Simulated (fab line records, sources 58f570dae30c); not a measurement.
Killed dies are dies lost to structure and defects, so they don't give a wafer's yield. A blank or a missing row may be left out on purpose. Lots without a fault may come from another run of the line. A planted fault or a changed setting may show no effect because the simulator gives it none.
Split-lot experiment | flow berkeley_cmos170 | 5 lots, 23 wafers read, on a route of 331 steps

THE SPLIT
At UCB170_ACTIVE_PEB_11, the setting peb_temp_c was moved away from the recipe's 130 C on 8 of the 23 wafers read, by -2.8% to -1.2%. The other wafers ran this setting at the recipe's value.

FROM THE SPLIT TO THE READING: what the file shows between them, 4 steps
- UCB170_ACTIVE_DEVELOP_12: develop time 45 s
- UCB170_ACTIVE_CD_MEAS_13: target cd 1200 nm
- UCB170_ACTIVE_ETCH_15: etches Si3N4 in CH3F/Ar/O2, stops on SiO2, target depth 242 nm, time 151 s
- UCB170_ACTIVE_STRIP_16: strips in O2

THE READING
cd_nm, in nm, at UCB170_ACTIVE_CD_MEAS_90 (target cd 1200 nm). Fault-free wafers of this fab line usually give 1200.0 nm, standard deviation 1.9 nm.

wafer  | tool, chamber at the split | peb_temp_c as run, C | against the recipe | cd_nm, nm | against lot-mates on the recipe
L080.1 | litho_track-03, 0          | 130                  | recipe             | 1198.9    | -
L080.2 | litho_track-03, 0          | 130                  | recipe             | 1200.9    | -
L080.5 | litho_track-03, 0          | 130                  | recipe             | 1199.3    | -
L079.1 | litho_track-03, 0          | 126.4                | -2.8%              | 1224.9    | +28.0
L079.2 | litho_track-03, 0          | 126.4                | -2.8%              | 1225.1    | +28.2
L079.4 | litho_track-03, 0          | 130                  | recipe             | 1197.1    | -
L079.5 | litho_track-03, 0          | 126.4                | -2.8%              | 1224.5    | +27.6
L079.6 | litho_track-03, 0          | 130                  | recipe             | 1196.7    | -
L082.1 | litho_track-02, 0          | 130                  | recipe             | 1198.4    | -
L082.2 | litho_track-02, 0          | 127.3                | -2.1%              | 1219.4    | +19.6
L082.3 | litho_track-02, 0          | 127.3                | -2.1%              | 1219.5    | +19.7
L082.4 | litho_track-02, 0          | 127.3                | -2.1%              | 1221.1    | +21.3
L082.5 | litho_track-02, 0          | 130                  | recipe             | 1201.2    | -
L081.1 | litho_track-03, 0          | 130                  | recipe             | 1201.4    | -
L081.2 | litho_track-03, 0          | 128.4                | -1.2%              | 1213.8    | +12.5
L081.4 | litho_track-03, 0          | 128.4                | -1.2%              | 1213.3    | +12.0
L081.5 | litho_track-03, 0          | 130                  | recipe             | 1201.2    | -
L081.6 | litho_track-03, 0          | 130                  | recipe             | 1201.4    | -
L084.1 | litho_track-03, 0          | 130                  | recipe             | 1199.5    | -
L084.2 | litho_track-03, 0          | 130                  | recipe             | 1198.7    | -
L084.3 | litho_track-03, 0          | 130                  | recipe             | 1200.2    | -
L084.5 | litho_track-03, 0          | 130                  | recipe             | 1202.0    | -
L084.6 | litho_track-03, 0          | 130                  | recipe             | 1201.3    | -

THE FIT
A straight line over all 23 wafers: cd_nm changes by -9.32 nm for each +1% of peb_temp_c; r = -0.99; the points scatter about the line by 1.6 nm.
The same after taking each lot's own level away (the mean of its wafers on the recipe; 23 wafers): -9.97 nm for each +1%; r = -1.00; scatter 0.89 nm.
On that fit, the largest move of peb_temp_c shifts the reading by 28 nm.
The lots' own levels span 1196.90 to 1201.33 nm, that is 2.3 times the standard deviation above.
So the lot-to-lot level changes the slope little: the two slopes agree.
Check: with one of the wafers moved furthest among these (-2.8%) left out of the fit, the line predicts +27.5 nm for it against its lot-mates. It came out at +28 nm against them.

OTHER SPLITS ON THESE WAFERS
These wafers also went through other splits before the reading. Each is held against what the fit with the lots' levels taken away leaves over:
other split on the same wafers        | wafers away from the commonest value | r with cd_nm (lot level and that fit taken away)
UCB170_ZERO_COAT_01 spin_rpm          | 10                                   | -0.16
UCB170_NWELL_CVD_04 nh3_flow_sccm     | 15                                   | +0.18
UCB170_NWELL_ETCH_13 over_etch_frac   | 8                                    | -0.09
UCB170_PWELL_OXIDATION_02 temp_c      | 18                                   | -0.09
UCB170_PWELL_CVD_05 sih2cl2_flow_sccm | 15                                   | -0.08
UCB170_ACTIVE_COAT_08 spin_rpm        | 8                                    | -0.66

THE WHOLE CHAIN: every reading that the file lists as answering this split, in the file's order
step                     | what it does                                                               | reading                                                       | change (the file's fit)              | r (the file's)
UCB170_ACTIVE_CD_MEAS_13 | target cd 1200 nm                                                          | cd_nm                                                         | -9.84 nm for each +1% of the setting | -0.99
UCB170_ACTIVE_ETCH_15    | etches Si3N4 in CH3F/Ar/O2, stops on SiO2, target depth 242 nm, time 151 s | ACTIVE.cd_nm (the simulator's own value, which no gauge read) | -9.83 nm for each +1% of the setting | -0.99
UCB170_ACTIVE_CD_MEAS_90 | target cd 1200 nm                                                          | cd_nm                                                         | -9.95 nm for each +1% of the setting | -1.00

THE FILE'S OWN FIT
cd_nm changes by -9.95 nm for each +1% of peb_temp_c, r = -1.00.
